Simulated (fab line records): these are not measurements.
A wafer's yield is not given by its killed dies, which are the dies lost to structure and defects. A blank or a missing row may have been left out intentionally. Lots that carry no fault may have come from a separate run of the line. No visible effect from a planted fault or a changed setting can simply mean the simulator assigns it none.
A single fault, viewed from 2 desks + flow rit_cmos + only its own numbers are on each desk; what lay behind them is given at the end

## AT THE TOOL OWNER'S DESK: litho_track-02
The tool's own readings at RIT_ACTIVE_SOFTBAKE_07 (time 60 s): means of the sampled wafers that have a number, for each lot that ran on this tool. Marked OUT: a lot whose mean sits more than 4 standard deviations from the usual mean, which makes it out of limits; the brackets give that distance.
Columns: A = heater_power_total_W at RIT_ACTIVE_SOFTBAKE_07, usual 34.56 W; B = plate_temp_C at RIT_ACTIVE_SOFTBAKE_07, usual 90.00 C; C = run_length_s at RIT_ACTIVE_SOFTBAKE_07, usual 89.12 s
| lot  | first seen here | A               | B     | C                       |
|------|-----------------|-----------------|-------|-------------------------|
| L480 | day 1 18:55     | 34.57           | 89.97 | 89.12                   |
| L486 | day 3 02:58     | 37.46 (+53) OUT | -     | 74.29 (-99 or more) OUT |
| L490 | day 3 22:08     | 37.48 (+53) OUT | -     | 74.35 (-99 or more) OUT |
| L502 | day 6 09:49     | 34.58           | 90.01 | 89.08                   |
This desk's verdict: out of limits on L486, L490, starting with L486 at day 3 02:58 (heater_power_total_W at RIT_ACTIVE_SOFTBAKE_07). L480, L502 stayed within limits.

## THE METROLOGY DESK
Lot by lot, what the gauges showed, no matter which tool ran the lot: averages of those sampled wafers that carry a number. Marked OUT: a lot whose mean sits more than 4 standard deviations from the usual mean, which makes it out of limits; the brackets give that distance.
Columns: A = GATE_POLY_THK at RIT_GATE_THK_MEAS_09, usual 250.7 nm; B = PLDD_OVL at RIT_PLDD_OVL_MEAS_06, usual 0.8 nm
| lot  | first seen here | A     | B    |
|------|-----------------|-------|------|
| L479 | day 2 21:47     | 251.0 | 1.0  |
| L480 | day 3 02:56     | 250.7 | 2.7  |
| L481 | day 3 20:02     | 253.0 | 2.7  |
| L484 | day 4 08:14     | 251.4 | 2.9  |
| L486 | day 5 03:19     | 249.8 | 0.5  |
| L490 | day 5 13:58     | 248.3 | 0.9  |
| L492 | day 5 19:35     | 252.2 | 0.1  |
| L493 | day 6 00:20     | 249.7 | -0.8 |
| L495 | day 6 09:49     | 249.0 | 0.2  |
| L496 | day 6 09:49     | 250.1 | -0.6 |
| L498 | day 6 13:24     | 250.4 | 2.2  |
| L500 | day 7 01:13     | 250.1 | -0.2 |
| L501 | day 7 03:13     | 249.8 | 1.3  |
| L502 | day 7 12:43     | 252.7 | 1.6  |
Result from this desk: across the 14 lots, nothing is out of limits.

## BROUGHT TOGETHER
The tool owner's desk could have raised an alarm at day 3 02:58, on L486, L490.
From the metrology desk's view, nothing was out of limits.
The metrology desk has L486, L490 on record, within its limits.
Every lot named ran RIT_ACTIVE_SOFTBAKE_07 on litho_track-02.

## WHAT THE SIMULATOR PUT IN
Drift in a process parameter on litho_track-02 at RIT_ACTIVE_SOFTBAKE_07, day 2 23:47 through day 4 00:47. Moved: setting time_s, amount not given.
Lots struck among those shown: L486, L490.
Time in hours from fault onset to the first out-of-limits reading at each desk: the tool owner's desk, 3.
